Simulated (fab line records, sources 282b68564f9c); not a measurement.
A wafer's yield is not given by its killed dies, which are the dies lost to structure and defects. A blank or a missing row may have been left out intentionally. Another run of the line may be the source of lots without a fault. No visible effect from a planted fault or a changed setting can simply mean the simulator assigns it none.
Which tool was responsible? + flow rit-cmos + 42 wafers from 14 lots sampled at 2 of the route's 202 steps

== WHAT THE GAUGES SHOWED, per wafer ==
The record holds no reading of a measuring or inspecting step that can be judged against a usual standard deviation.

== WHICH TOOL RAN EACH LOT (tool, then ch and the chambers of the sampled wafers, then the start) ==
| lot  | RIT_GATE_ETCH_19                | RIT_M1_PROBE_99        |
|------|---------------------------------|------------------------|
| L762 | rie-si-02 ch 0,3, day 2 23:05   | -                      |
| L764 | rie-si-02 ch 0,2, day 3 10:23   | -                      |
| L765 | rie-si-01 ch 0,1,3, day 3 12:18 | -                      |
| L768 | rie-si-02 ch 0,2, day 4 07:23   | -                      |
| L769 | rie-si-01 ch 2,3, day 4 15:52   | -                      |
| L770 | rie-si-02 ch 1,2, day 4 19:40   | -                      |
| L771 | rie-si-01 ch 0,1,2, day 4 21:08 | -                      |
| L772 | rie-si-02 ch 0,2, day 5 07:04   | -                      |
| L775 | rie-si-01 ch 0,1,2, day 5 16:16 | -                      |
| L776 | rie-si-02 ch 0,1, day 5 18:55   | -                      |
| L778 | rie-si-02 ch 0,2,3, day 6 07:41 | -                      |
| L782 | rie-si-02 ch 0,2,3, day 7 06:02 | -                      |
| L783 | rie-si-01 ch 0,1,3, day 7 09:18 | -                      |
| L784 | rie-si-02 ch 0,1,2, day 7 18:37 | prober-02, day 8 20:47 |
- RIT_GATE_ETCH_19: etches poly-Si in SF6/CHF3/O2, stops on SiO2, time 165 s, target depth 312.5 nm.
- RIT_M1_PROBE_99

== AS READ BY THE TOOLS THEMSELVES (means over the sampled wafers that have a number; for cases with no such wafer, the mark the record gives instead) ==
RIT_GATE_ETCH_19.
| lot  | tool      | chamber-pressure-mTorr (mTorr) | drypump-motor-current-A (A) | he-backside-leak-sccm (sccm) | oes-product-au (a.u.) | rf-fwd-power-W (W) | throttle-valve-pct (%) |
|------|-----------|--------------------------------|-----------------------------|------------------------------|-----------------------|--------------------|------------------------|
| L762 | rie-si-02 | 40.03                          | 5.9                         | 2.7                          | 0.844                 | 159.8              | 10.19                  |
| L764 | rie-si-02 | 39.99                          | 6.0                         | 2.6                          | 0.850                 | 159.4              | 10.19                  |
| L765 | rie-si-01 | 39.96                          | 5.5                         | 2.7                          | 0.841                 | 158.9              | 10.37                  |
| L768 | rie-si-02 | 39.97                          | 6.0                         | 2.5                          | 0.852                 | 159.1              | 10.19                  |
| L769 | rie-si-01 | 40.00                          | 5.6                         | 3.1                          | 0.843                 | 159.4              | 10.34                  |
| L770 | rie-si-02 | 40.02                          | 6.2                         | 2.5                          | 0.825                 | 159.1              | 10.28                  |
| L771 | rie-si-01 | 40.00                          | 5.9                         | 2.5                          | 0.839                 | 159.2              | 10.29                  |
| L772 | rie-si-02 | 39.98                          | 6.0                         | 2.5                          | 0.845                 | 159.6              | 10.19                  |
| L775 | rie-si-01 | 39.99                          | 6.0                         | 2.6                          | 0.845                 | 159.1              | 10.29                  |
| L776 | rie-si-02 | 39.97                          | 5.8                         | 2.7                          | 0.840                 | 159.3              | 10.31                  |
| L778 | rie-si-02 | 39.96                          | 6.0                         | 2.6                          | 0.840                 | 159.5              | 10.21                  |
| L782 | rie-si-02 | 39.98                          | 6.1                         | 2.5                          | 0.840                 | 185.0              | 10.21                  |
| L783 | rie-si-01 | 39.99                          | 5.4                         | 2.7                          | 0.835                 | 159.2              | 10.38                  |
| L784 | rie-si-02 | 39.99                          | 6.0                         | 2.5                          | 0.836                 | 185.0              | 10.27                  |

RIT_M1_PROBE_99.
| lot  | tool      | killed_at_M0_to_M3 | killed-at-contacts | killed-at-front-end | killed-dies | killed-open | killed-short |
|------|-----------|--------------------|--------------------|---------------------|-------------|-------------|--------------|
| L784 | prober-02 | 0.0                | 0.0                | 5                   | 5           | 2.7         | 2.0          |

== THE ANSWER, worked out from the rows above alone ==
Rule: the lots themselves supply what counts as usual. Put in order of their means at a reading, lots are off if they are a third of the lots or fewer, leave a main group of 4 or more, and stand apart from it by a gap of 3 or more times the standard deviation of the main group's means; of several such gaps the widest counts. A main group whose means are all the same, to the digits that the tables above print for the reading, isn't used. Also off: a lot with no number at a reading for which 4 or more lots have one. Where the step has rows for the other lots, those lots are counted as sound. The gauges are gone through in route order, then the tools' own readings, and for those a lot's mean is taken as printed above. At the first step where some lot is off, the reading lying furthest off is the one used; lots without a number count as furthest.
Off: L782, L784 (RIT_GATE_ETCH_19, rf-fwd-power-W). The main group: mean 159.3 W, standard deviation 0.24.
If a tool, at that step or one of the process steps before it, ran each lot that is off and ran no sound lot following the first of them, it fits. One fits: RIT_GATE_ETCH_19 on rie-si-02. Its last sound lot is L778 (day 6 07:41), its first lot that is off L782 (day 7 06:02): a fault that began between those two fits.
The tool's own readings at RIT_GATE_ETCH_19 bear it out: on the lots that are off they differ by more than 5 times the standard deviation of the sound lots' means. rf-fwd-power-W reads 185.0 W there against 159.3 W on the sound lots.

== WHAT THE SIMULATOR HAD PUT IN ==
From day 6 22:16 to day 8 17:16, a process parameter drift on rie-si-02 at RIT_GATE_ETCH_19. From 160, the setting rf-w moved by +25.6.
Shown lots that were struck: L782, L784. This agrees with what the rule above found.
